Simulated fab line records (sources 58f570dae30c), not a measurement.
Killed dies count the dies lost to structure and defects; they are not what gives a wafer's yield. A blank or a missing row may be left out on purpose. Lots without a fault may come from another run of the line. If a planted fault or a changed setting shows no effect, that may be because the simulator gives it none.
Comparing a struck lot with a sound one -- flow berkeley-cmos170 -- 24 steps out of a route of 331
Sound: the wafers L842.1, L842.2, L842.6. Wafers struck: L839.1, L839.2, L839.3. The cause is given at the end.
For every step that has rows: the tool of each side, followed by ch and its chambers, followed by its first start. Under that, the readings that differ: sound wafers -- struck wafers -- difference of the means -- sigmas: that difference in standard deviations of wafers without a fault.
alike: readings with means less than 2 such deviations apart, plus words and numbers identical on both sides. not compared: withheld readings, readings lacking a value on some wafer, bounds such as >300 that could conceal the same value, and numbers that have no deviation in the record and whose values overlap.
A row with sigmas, a row that says differs or no value, or rows on one side alone: a step with any of these is where the two part. Numbers that have no deviation but don't overlap get no sigmas and don't part them. Lack of a reading on every wafer of one side parts them only where that side has two or more wafers.

first, 4 steps without rows for these wafers: UCB170_PWELL_WET_ETCH_19 (etches Si3N4 in H3PO4, time 14400 s); UCB170_PWELL_WET_ETCH_20 (etches SiO2 in BOE, time 22 s); UCB170_WELLDRIVE_CLEAN_00 (cleans in SPM, time 600 s); UCB170_WELLDRIVE_OXIDATION_01 (target thk 199 nm, ox time 9000 s).
UCB170_WELLDRIVE_THK_MEAS_02:
  sound: film-metro-02 at day 6 22:21; struck: film-metro-01 at day 6 10:24
reading,sound,struck,difference,sigmas
WELLDRIVE_OXIDE_THK (nm),207 207 208,195 201 199,-9,-2
then, 5 steps without rows for these wafers: UCB170_WELLDRIVE_ANNEAL_03 (time 900 s); UCB170_WELLDRIVE_WET_ETCH_04 (etches SiO2 in BOE, time 120 s); UCB170_ACTIVE_CLEAN_00 (cleans in SPM, time 600 s); UCB170_ACTIVE_CLEAN_01 (cleans in dHF, time 60 s); UCB170_ACTIVE_OXIDATION_02 (target thk 26.4 nm, ox time 1260 s).
UCB170_ACTIVE_THK_MEAS_03:
  sound: film-metro-02 at day 7 04:07; struck: film-metro-04 at day 6 20:12
  alike: ACTIVE_OXIDE_THK
then, 1 step without rows for these wafers: UCB170_ACTIVE_ANNEAL_04 (time 900 s).
UCB170_ACTIVE_CVD_05: deposits Si3N4 from SiH2Cl2/NH3, target thk 220 nm, time 3300 s.
  sound on lpcvd-02 ch 0, day 7 06:44; struck on lpcvd-01 ch 1, day 6 22:34
reading,sound,struck,difference,sigmas
spike-tc-centre-C (C),801.8 801.4 800.6,829.8 830.2 830.4,+28.9,+18
zone-power-centre-pct (%),30 30 31,49 50 50,+19,+6
model.Si3N4_of_ACTIVE_CVD_05.thk-nm (nm),222.5 224 222.5,234.6 240.8 247.5,+18.0,
  alike: nh3-flow-sccm, sih2cl2-flow-sccm
UCB170_ACTIVE_THK_MEAS_06:
  sound: film-metro-04 at day 7 08:41; struck: film-metro-02 at day 7 00:28
reading,sound,struck,difference,sigmas
ACTIVE_NITRIDE_THK (nm),222.6 223.8 222.5,234.6 240.7 247.6,+18.0,+9
then, 2 steps without rows for these wafers: UCB170_ACTIVE_HMDS_07 (prime time 60 s); UCB170_ACTIVE_COAT_08 (resist thk 900 nm).
UCB170_ACTIVE_SOFTBAKE_09: time 60.94 s.
  sound on litho-track-03 ch 0, day 7 09:03; struck on litho-track-03 ch 0, day 7 00:50
  alike: heater-power-total-W, plate-sensor-t-centre-C, plate-sensor-t-edge-C, softbake-temp-c
then, 3 steps without rows for these wafers: UCB170_ACTIVE_EXPOSE_10 (exposes mask ACTIVE, target cd 1200 nm); UCB170_ACTIVE_PEB_11; UCB170_ACTIVE_DEVELOP_12 (develop time 45 s).
UCB170_ACTIVE_CD_MEAS_13 targets a cd of 1200 nm.
  sound: cd-sem-01 at day 7 09:49; struck: cd-sem-02 at day 7 02:05
  alike: cd-nm
UCB170_ACTIVE_OVL_MEAS_14:
  sound: overlay-01 at day 7 09:56; struck: overlay-02 at day 7 02:12
  alike: ACTIVE_OVL
UCB170_ACTIVE_ETCH_15: etches Si3N4 in CH3F/Ar/O2, stops on SiO2, target depth 242 nm, time 151 s.
  sound on rie-diel-01 ch 1,2,3, day 7 09:59; struck on rie-diel-04 ch 0,1,3, day 7 02:14
reading,sound,struck,difference,sigmas
oes-product-au (a.u.),0.972 0.963 0.961,0.979 1.005 1.011,+0.033,+2
model.etch.depth-nm (nm),222.5 224 222.5,234.6 240.2 244.3,+16.7,
  alike: CH3F_flow_sccm, drypump-motor-current-A, throttle-valve-pct
  not compared: rf-hours-counter-h
UCB170_ACTIVE_STRIP_16: strips in O2.
  sound on plasma-asher-01 ch 0,1, day 7 10:05; struck on plasma-asher-04 ch 0,1, day 7 02:20
  alike: drypump-motor-current-A, oes-product-au, strip-time-to-endpoint-s
  not compared: rf-hours-counter-h

## WHERE THEY PART
Earliest at UCB170_WELLDRIVE_THK_MEAS_02; latest, in this record, at UCB170_ACTIVE_ETCH_15. Later steps at which nothing parts them and some readings are alike: UCB170_ACTIVE_STRIP_16.

WHY: the cause the simulator had injected
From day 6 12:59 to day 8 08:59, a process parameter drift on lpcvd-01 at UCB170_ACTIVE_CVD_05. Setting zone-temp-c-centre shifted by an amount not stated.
